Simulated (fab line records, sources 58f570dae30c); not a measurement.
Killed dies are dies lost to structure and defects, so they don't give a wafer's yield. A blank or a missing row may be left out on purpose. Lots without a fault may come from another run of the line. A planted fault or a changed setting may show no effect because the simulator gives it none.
Which tool did it? | flow berkeley_cmos170 | 15 lots, 45 wafers sampled, at 4 steps of a route of 331

WHAT THE GAUGES READ, wafer by wafer
UCB170_V1_BOW_MEAS_03.
lot  | measured     | on            | V1_BOW (um)
L464 | day 7 11:58  | film_metro-02 | 24 11 21
L463 | day 7 12:17  | film_metro-01 | 16 12 22
L469 | day 8 14:29  | film_metro-03 | 29 23 20
L466 | day 8 14:31  | film_metro-01 | 25 19 22
L470 | day 8 14:49  | film_metro-03 | 11 24 9
L471 | day 8 23:35  | film_metro-01 | 26 15 26
L473 | day 9 14:42  | film_metro-02 | 18 30 29
L472 | day 9 16:04  | film_metro-01 | 16 10 17
L479 | day 10 08:44 | film_metro-03 | 7 4 13
L476 | day 10 09:06 | film_metro-02 | 11 18 11
L480 | day 11 03:17 | film_metro-02 | 12 27 23
L481 | day 11 03:35 | film_metro-03 | 4 24 32
L485 | day 12 06:07 | film_metro-01 | 12 32 8
L484 | day 12 06:10 | film_metro-03 | 23 13 19
L482 | day 12 06:25 | film_metro-02 | 26 25 26

UCB170_M3_BOW_MEAS_20.
lot  | measured     | on            | M3_BOW (um)
L464 | day 7 22:38  | film_metro-04 | 41 28 38
L463 | day 7 22:53  | film_metro-03 | 35 30 40
L469 | day 9 02:41  | film_metro-01 | 42 35 34
L466 | day 9 03:08  | film_metro-04 | 49 42 47
L470 | day 9 04:41  | film_metro-03 | 26 39 24
L471 | day 9 10:58  | film_metro-03 | 42 29 41
L473 | day 10 03:41 | film_metro-03 | 34 46 46
L472 | day 10 04:02 | film_metro-03 | 36 30 35
L479 | day 10 21:05 | film_metro-03 | 25 21 29
L476 | day 10 21:21 | film_metro-01 | 26 34 25
L480 | day 11 18:17 | film_metro-03 | 27 42 39
L481 | day 11 17:56 | film_metro-01 | 21 42 50
L485 | day 12 16:52 | film_metro-04 | 28 48 24
L484 | day 12 16:34 | film_metro-04 | 42 31 38
L482 | day 12 17:29 | film_metro-04 | 40 40 41

WHICH TOOL RAN EACH LOT (tool, then ch and the chambers of the sampled wafers, then the start)
lot  | UCB170_M2_STRIP_07                   | UCB170_V2_PEB_10
L464 | plasma_asher-03 ch 0,1, day 7 14:56  | litho_track-01 ch 0, day 7 19:07
L463 | plasma_asher-02 ch 0,1, day 7 15:20  | litho_track-02 ch 0, day 7 19:25
L469 | plasma_asher-03 ch 0,1, day 8 17:21  | litho_track-03 ch 0, day 8 21:25
L466 | plasma_asher-01 ch 0,1, day 8 17:46  | litho_track-02 ch 0, day 8 22:03
L470 | plasma_asher-02 ch 0, day 8 17:48    | litho_track-01 ch 0, day 9 00:52
L471 | plasma_asher-02 ch 1, day 9 02:34    | litho_track-01 ch 0, day 9 06:52
L473 | plasma_asher-03 ch 0,1, day 9 18:41  | litho_track-03 ch 0, day 9 22:34
L472 | plasma_asher-02 ch 0,1, day 9 19:27  | litho_track-01 ch 0, day 9 23:03
L479 | plasma_asher-01 ch 0,1, day 10 13:14 | litho_track-02 ch 0, day 10 17:38
L476 | plasma_asher-02 ch 0,1, day 10 13:37 | litho_track-03 ch 0, day 10 17:54
L480 | plasma_asher-03 ch 0,1, day 11 07:53 | litho_track-02 ch 0, day 11 14:45
L481 | plasma_asher-01 ch 0,1, day 11 07:44 | litho_track-01 ch 0, day 11 14:24
L485 | plasma_asher-01 ch 0, day 12 09:01   | litho_track-02 ch 0, day 12 12:43
L484 | plasma_asher-03 ch 0,1, day 12 08:59 | litho_track-02 ch 0, day 12 12:22
L482 | plasma_asher-03 ch 0, day 12 09:25   | litho_track-01 ch 0, day 12 13:35
- UCB170_M2_STRIP_07: strips in O2.
- UCB170_V2_PEB_10

WHAT THE TOOLS THEMSELVES READ (means of the sampled wafers that have a number; where no wafer has one, the mark that the record gives instead)
UCB170_M2_STRIP_07.
lot  | tool            | drypump_motor_current_A (A) | oes_product_au (a.u.) | strip_time_to_endpoint_s (s)
L464 | plasma_asher-03 | 6.07                        | 0.733                 | 22.00
L463 | plasma_asher-02 | 5.71                        | 0.732                 | 22.09
L469 | plasma_asher-03 | 6.08                        | 0.732                 | 22.07
L466 | plasma_asher-01 | 5.52                        | 0.736                 | 22.04
L470 | plasma_asher-02 | 5.93                        | 0.733                 | 22.04
L471 | plasma_asher-02 | 5.58                        | 0.738                 | 22.08
L473 | plasma_asher-03 | 6.06                        | 0.734                 | 21.96
L472 | plasma_asher-02 | 5.70                        | 0.734                 | 21.98
L479 | plasma_asher-01 | 5.51                        | 0.733                 | 22.09
L476 | plasma_asher-02 | 5.70                        | 0.731                 | 22.00
L480 | plasma_asher-03 | 6.06                        | 0.728                 | 21.99
L481 | plasma_asher-01 | 5.52                        | 0.737                 | 21.99
L485 | plasma_asher-01 | 5.47                        | 0.737                 | 21.91
L484 | plasma_asher-03 | 6.07                        | 0.734                 | 21.99
L482 | plasma_asher-03 | 6.08                        | 0.739                 | 21.94

UCB170_V2_PEB_10.
lot  | tool           | plate_sensor_t_centre_C (C) | plate_sensor_t_edge_C (C)
L464 | litho_track-01 | 131.41                      | 131.54
L463 | litho_track-02 | 131.41                      | 131.53
L469 | litho_track-03 | 131.40                      | 131.53
L466 | litho_track-02 | 131.41                      | 131.54
L470 | litho_track-01 | 131.41                      | 131.53
L471 | litho_track-01 | 131.40                      | 131.53
L473 | litho_track-03 | 131.42                      | 131.53
L472 | litho_track-01 | 131.42                      | 131.54
L479 | litho_track-02 | 131.41                      | 131.53
L476 | litho_track-03 | 131.41                      | 131.53
L480 | litho_track-02 | 131.41                      | 131.54
L481 | litho_track-01 | 131.41                      | 131.53
L485 | litho_track-02 | 131.41                      | 131.53
L484 | litho_track-02 | 131.41                      | 131.53
L482 | litho_track-01 | 131.42                      | 131.53

THE ANSWER, worked out from the rows above alone
Rule: what is usual is taken from the lots themselves. Put in order of their means at a reading, lots are off if they are a third of the lots or fewer, leave a main group of 4 or more, and stand apart from it by a gap of 3 or more times the standard deviation of the main group's means; of several such gaps the widest counts. A main group whose means are all the same, to the digits that the tables above print for the reading, isn't used. A lot without any number at a reading at which 4 lots or more have one is off too. The other lots that the step has rows for count as sound. The gauges are gone through in route order, then the tools' own readings, and for those a lot's mean is taken as printed above. The first step at which some lot is off is used, and at that step the reading that is off furthest; a lot without a number counts as furthest.
No lot is off at any reading shown: from this, nothing can be told.

WHAT THE SIMULATOR HAD PUT IN
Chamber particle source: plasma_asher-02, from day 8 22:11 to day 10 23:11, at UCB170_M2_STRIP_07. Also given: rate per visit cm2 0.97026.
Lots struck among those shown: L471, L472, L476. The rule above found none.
